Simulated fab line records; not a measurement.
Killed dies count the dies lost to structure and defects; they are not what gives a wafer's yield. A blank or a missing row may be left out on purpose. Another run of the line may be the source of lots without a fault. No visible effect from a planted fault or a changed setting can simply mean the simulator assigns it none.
A lot that was struck, set against a sound lot || flow berkeley-cmos170 || 15 out of 331 route steps
Sound: these wafers, L710.2, L710.4, L710.6. Wafers L718.1, L718.2, L718.4 were the ones struck. The cause is named last.
Order at every step that has rows: each side's tool, ch and its chambers, its first start. Under that, the readings that differ: sound wafers || struck wafers || difference of the means || sigmas: that difference in standard deviations of wafers without a fault.
alike: words and numbers the same on both sides, and readings whose means are apart by under 2 such deviations; not compared: readings that were withheld, readings missing a value for some wafer, numbers with overlapping values and no deviation given by the record, and bounds like >300 which may hide the same value.
A row with sigmas, a row that says differs or no value, or rows on one side alone: a step with any of these is where the two part. Numbers that don't overlap but have no deviation are shown without sigmas and don't part them. A reading that every wafer of one side lacks parts them only if that side has two wafers or more.

UCB170_ACTIVE_THK_MEAS_03:
  sound on film-metro-01, day 4 17:32; struck on film-metro-03, day 6 08:40
  alike: ACTIVE_OXIDE_THK
then, 2 steps without rows for these wafers: UCB170_ACTIVE_ANNEAL_04 (time 900 s); UCB170_ACTIVE_CVD_05 (deposits Si3N4 from SiH2Cl2/NH3, target thk 220 nm, time 3300 s).
UCB170_ACTIVE_THK_MEAS_06:
  sound on film-metro-04, day 5 00:07; struck on film-metro-01, day 6 18:00
  alike: ACTIVE_NITRIDE_THK
then, 6 steps without rows for these wafers: UCB170_ACTIVE_HMDS_07 (prime time 60 s); UCB170_ACTIVE_COAT_08 (resist thk 900 nm); UCB170_ACTIVE_SOFTBAKE_09 (time 60 s); UCB170_ACTIVE_EXPOSE_10 (exposes mask ACTIVE, target cd 1200 nm); UCB170_ACTIVE_PEB_11; UCB170_ACTIVE_DEVELOP_12 (develop time 47.04 s).
UCB170_ACTIVE_CD_MEAS_13 targets a cd of 1200 nm.
  sound on cd-sem-02, day 5 01:05; struck on cd-sem-01, day 6 19:31
  alike: cd-nm
UCB170_ACTIVE_OVL_MEAS_14:
  sound on overlay-02, day 5 01:11; struck on overlay-02, day 6 19:39
  alike: ACTIVE_OVL
UCB170_ACTIVE_ETCH_15: etches Si3N4 in CH3F/Ar/O2, stops on SiO2, target depth 242 nm, time 151 s.
  sound on rie-diel-04 ch 0,3, day 5 01:13; struck on rie-diel-04 ch 0,1,2, day 6 19:41
{"reading": "rf-fwd-power-W (W)", "sound": "448.1 447.9 448.8", "struck": "378.2 375.8 375.6", "difference": -71.7, "sigmas": -45}
{"reading": "model.KrF_of_ACTIVE_COAT_08.thk-nm (nm)", "sound": "724 725.5 723.4", "struck": "742.2 745 740.9", "difference": "+18.4", "sigmas": ""}
  alike: drypump-motor-current-A, oes-product-au, throttle-valve-pct
  not compared: rf-hours-counter-h
UCB170_ACTIVE_STRIP_16: strips in O2.
  sound on plasma-asher-01 ch 0,1, day 5 01:20; struck on plasma-asher-01 ch 0,1, day 6 19:47
{"reading": "strip-time-to-endpoint-s (s)", "sound": "18.07 18.11 18.06", "struck": "18.52 18.56 18.49", "difference": "+0.44", "sigmas": "+5"}
  alike: drypump-motor-current-A, o2-flow-sccm, oes-product-au
  not compared: rf-hours-counter-h
UCB170_ACTIVE_CD_MEAS_90 targets a cd of 1200 nm.
  sound on cd-sem-02, day 5 01:27; struck on cd-sem-01, day 6 19:53
  alike: cd-nm

WHERE THEY PART
First at UCB170_ACTIVE_ETCH_15; last, within this record, at UCB170_ACTIVE_STRIP_16. Later steps at which nothing parts them and some readings are alike: UCB170_ACTIVE_CD_MEAS_90.

WHY: whatever the simulator had introduced
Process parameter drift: rie-diel-04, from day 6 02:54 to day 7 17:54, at UCB170_ACTIVE_ETCH_15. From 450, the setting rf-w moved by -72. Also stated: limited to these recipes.
